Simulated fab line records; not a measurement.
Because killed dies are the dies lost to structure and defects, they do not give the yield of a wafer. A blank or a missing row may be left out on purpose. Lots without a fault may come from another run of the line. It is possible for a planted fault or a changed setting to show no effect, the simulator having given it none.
Code-filled problem report in 8D (eight disciplines) form / flow rit-cmos / the parts of the form that need people (team, actions taken, sign-off) are left out

== 1. WHAT WENT WRONG ==
run-length-s at RIT_GATE_ETCH_19 reads a mean of 239.7 s on 1 wafer of 1 lot; wafers without a fault read 193.5 s with a standard deviation of 0.42. So: +99 or more standard deviations from the usual mean.
The step: etches poly-Si in SF6/CHF3/O2, stops on SiO2, time 165 s, target depth 312.5 nm.
The first sign was on wafer L522.1 at day 5 11:41, on rie-si-01. Wafers with a number at this step in the record: 15, from 5 lots. By rule, "out" or "out of limits" means more than 4 standard deviations away from the usual mean. The other wafers with a number count as sound.

== 2. WHAT THIS IS AND IS NOT ==
question=which readings at this step | is=run-length-s, oes-product-au | is not=drypump-motor-current-A, throttle-valve-pct
question=which lots | is=L522 | is not=L516, L524, L526, L531
question=which wafers of those lots | is=L522.1 | is not=L522.2, L522.4
question=read on which tools | is=rie-si-01 | is not=rie-si-02
question=when | is=from day 5 11:41 | is not=up to then (5 sound wafers); but 9 sound wafers of L524, L526, L531 came after

== 3. SUSPECTS, AND WHAT RULES EACH OUT ==
Counting: a tool at a process step up to the reading stays a suspect if it ran every lot that is out. Sound lots after the first of them don't rule it out here, since some wafers of a struck lot are sound.
- rie-si-01 at RIT_GATE_ETCH_19 (etches poly-Si in SF6/CHF3/O2, stops on SiO2, time 165 s, target depth 312.5 nm): kept. It processed L522, the lot that is out, at day 5 11:41, and its most recent sound lot before then was L516 at day 4 05:35. Its own oes-product-au, run-length-s readings are out on those wafers.
- In rie-si-01 at RIT_GATE_ETCH_19, the wafers that are out were processed in chamber 2 and their sound lot-mates in chambers 0, 3.
Left after counting: rie-si-01 at RIT_GATE_ETCH_19.

== 4. THE CAUSE (what the simulator had put in) ==
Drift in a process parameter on rie-si-01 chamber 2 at RIT_GATE_ETCH_19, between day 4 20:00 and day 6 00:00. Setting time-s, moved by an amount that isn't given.
Only this tool survived the counting.

== 5. THE EFFECT CHAIN, in route order ==
Each row: a reading whose mean over the struck wafers that have a number lies more than 3 standard deviations from the usual. Only readings whose record carries a usual standard deviation are examined. hours: median over the lots of the time between each lot's start at the first step of this table that gives one and its start at this step. sigmas: the change, counted in usual standard deviations.
hours=0; step=RIT_GATE_ETCH_19; reading=oes-product-au; usual=0.849 a.u.; on struck wafers=0.730; change=-0.119; sigmas=-8.5
hours=0; step=RIT_GATE_ETCH_19; reading=run-length-s; usual=193.5 s; on struck wafers=239.7; change=+46.2; sigmas=+99 or more
The process steps in it:
- RIT_GATE_ETCH_19: etches poly-Si in SF6/CHF3/O2, stops on SiO2, time 165 s, target depth 312.5 nm.

== 6. WHAT WOULD HAVE CAUGHT IT SOONER ==
In this record no reading fell out of limits until day 5 11:41, 16 hours after the fault had begun at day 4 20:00.
